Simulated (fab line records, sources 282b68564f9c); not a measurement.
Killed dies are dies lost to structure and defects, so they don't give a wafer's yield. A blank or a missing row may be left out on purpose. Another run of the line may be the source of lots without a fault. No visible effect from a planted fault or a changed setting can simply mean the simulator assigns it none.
Check of tool commonality / flow rit-cmos / Lots sampled 14, wafers sampled 42

== THE REASON FOR OPENING IT ==
At RIT_NWELL_TW_MEAS_10 the reading NWELL_TW is flagged on 2 of 14 lots. Wafers without a fault read 2140, standard deviation 22.
Rule: a lot is flagged when every wafer of it that has a number lies more than 4 standard deviations from that mean, or none has a number. All remaining lots are regarded as sound.

lot=L787; measured=day 2 10:59; on=film-metro-03; NWELL_TW, wafer by wafer=2107 2118 2109; flag=
lot=L788; measured=day 2 14:01; on=film-metro-03; NWELL_TW, wafer by wafer=2109 2111 2120; flag=
lot=L789; measured=day 2 19:17; on=film-metro-03; NWELL_TW, wafer by wafer=2112 2106 2111; flag=
lot=L791; measured=day 3 05:37; on=film-metro-04; NWELL_TW, wafer by wafer=2158 2166 2168; flag=
lot=L793; measured=day 3 15:54; on=film-metro-01; NWELL_TW, wafer by wafer=2135 2143 2148; flag=
lot=L794; measured=day 3 21:01; on=film-metro-01; NWELL_TW, wafer by wafer=2139 2138 2135; flag=
lot=L795; measured=day 3 23:43; on=film-metro-03; NWELL_TW, wafer by wafer=2105 2118 2099; flag=
lot=L796; measured=day 4 04:59; on=film-metro-03; NWELL_TW, wafer by wafer=2106 2113 2117; flag=
lot=L797; measured=day 4 10:44; on=film-metro-04; NWELL_TW, wafer by wafer=2014 2024 2005; flag=FLAGGED
lot=L801; measured=day 5 06:58; on=film-metro-01; NWELL_TW, wafer by wafer=2147 2144 2141; flag=
lot=L802; measured=day 5 11:25; on=film-metro-01; NWELL_TW, wafer by wafer=1981 1994 1990; flag=FLAGGED
lot=L804; measured=day 5 22:17; on=film-metro-01; NWELL_TW, wafer by wafer=2143 2130 2149; flag=
lot=L805; measured=day 6 02:22; on=film-metro-01; NWELL_TW, wafer by wafer=2148 2154 2136; flag=
lot=L806; measured=day 6 07:40; on=film-metro-04; NWELL_TW, wafer by wafer=2173 2160 2171; flag=
On average the flagged lots' numbers are 2001, which is -139 against the usual, or -6 standard deviations.

== LOT BY LOT: THE TOOL USED ==
The record holds 1 process step before the reading, out of a route of 202 steps. Read each cell as the tool, then ch plus the chambers that the sampled wafers visited, then the start.
lot=L787; flag=; RIT_NWELL_IMPLANT_08=implanter-04 ch 0, day 2 10:40
lot=L788; flag=; RIT_NWELL_IMPLANT_08=implanter-04 ch 0, day 2 13:42
lot=L789; flag=; RIT_NWELL_IMPLANT_08=implanter-04 ch 0, day 2 18:58
lot=L791; flag=; RIT_NWELL_IMPLANT_08=implanter-03 ch 0, day 3 05:17
lot=L793; flag=; RIT_NWELL_IMPLANT_08=implanter-04 ch 0, day 3 15:35
lot=L794; flag=; RIT_NWELL_IMPLANT_08=implanter-03 ch 0, day 3 20:41
lot=L795; flag=; RIT_NWELL_IMPLANT_08=implanter-03 ch 0, day 3 23:24
lot=L796; flag=; RIT_NWELL_IMPLANT_08=implanter-04 ch 0, day 4 04:39
lot=L797; flag=FLAGGED; RIT_NWELL_IMPLANT_08=implanter-04 ch 0, day 4 10:28
lot=L801; flag=; RIT_NWELL_IMPLANT_08=implanter-03 ch 0, day 5 06:38
lot=L802; flag=FLAGGED; RIT_NWELL_IMPLANT_08=implanter-04 ch 0, day 5 11:05
lot=L804; flag=; RIT_NWELL_IMPLANT_08=implanter-01 ch 0, day 5 21:59
lot=L805; flag=; RIT_NWELL_IMPLANT_08=implanter-03 ch 0, day 6 02:02
lot=L806; flag=; RIT_NWELL_IMPLANT_08=implanter-01 ch 0, day 6 07:20
What is done by these steps:
- RIT_NWELL_IMPLANT_08
- RIT_NWELL_TW_MEAS_10

== FLAGGED OVER TOTAL, TOOL BY TOOL (the gauges that took the reading come last) ==
step=RIT_NWELL_IMPLANT_08; tool=implanter-01; lots run=2; flagged=0; share of the flagged lots=none; sound lots run after its first flagged lot=-
step=RIT_NWELL_IMPLANT_08; tool=implanter-03; lots run=5; flagged=0; share of the flagged lots=none; sound lots run after its first flagged lot=-
step=RIT_NWELL_IMPLANT_08; tool=implanter-04; lots run=7; flagged=2; share of the flagged lots=all; sound lots run after its first flagged lot=0
step=RIT_NWELL_TW_MEAS_10; tool=film-metro-01; lots run=6; flagged=1; share of the flagged lots=some; sound lots run after its first flagged lot=2 (L804,L805)
step=RIT_NWELL_TW_MEAS_10; tool=film-metro-03; lots run=5; flagged=0; share of the flagged lots=none; sound lots run after its first flagged lot=-
step=RIT_NWELL_TW_MEAS_10; tool=film-metro-04; lots run=3; flagged=1; share of the flagged lots=some; sound lots run after its first flagged lot=1 (L806)

== WHAT THE TABLE ALLOWS ==
In the table, 1 row covers all flagged lots: implanter-04 at RIT_NWELL_IMPLANT_08.
- implanter-04 at RIT_NWELL_IMPLANT_08: 2 of its 7 lots flagged. Its last sound lot is L796 (day 4 04:39), its first flagged lot L797 (day 4 10:28): a fault that began between those two fits. Its own readings (beam-energy-keV) fall more than 4 standard deviations out on all wafers of the flagged lots.
implanter-04 at RIT_NWELL_IMPLANT_08 is the single tool remaining.

== WHAT THE SIMULATOR HAD PUT IN ==
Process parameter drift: implanter-04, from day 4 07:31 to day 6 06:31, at RIT_NWELL_IMPLANT_08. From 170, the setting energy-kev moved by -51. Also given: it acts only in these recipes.
Struck lots among those shown: L797, L802. The same result came from the rule above.
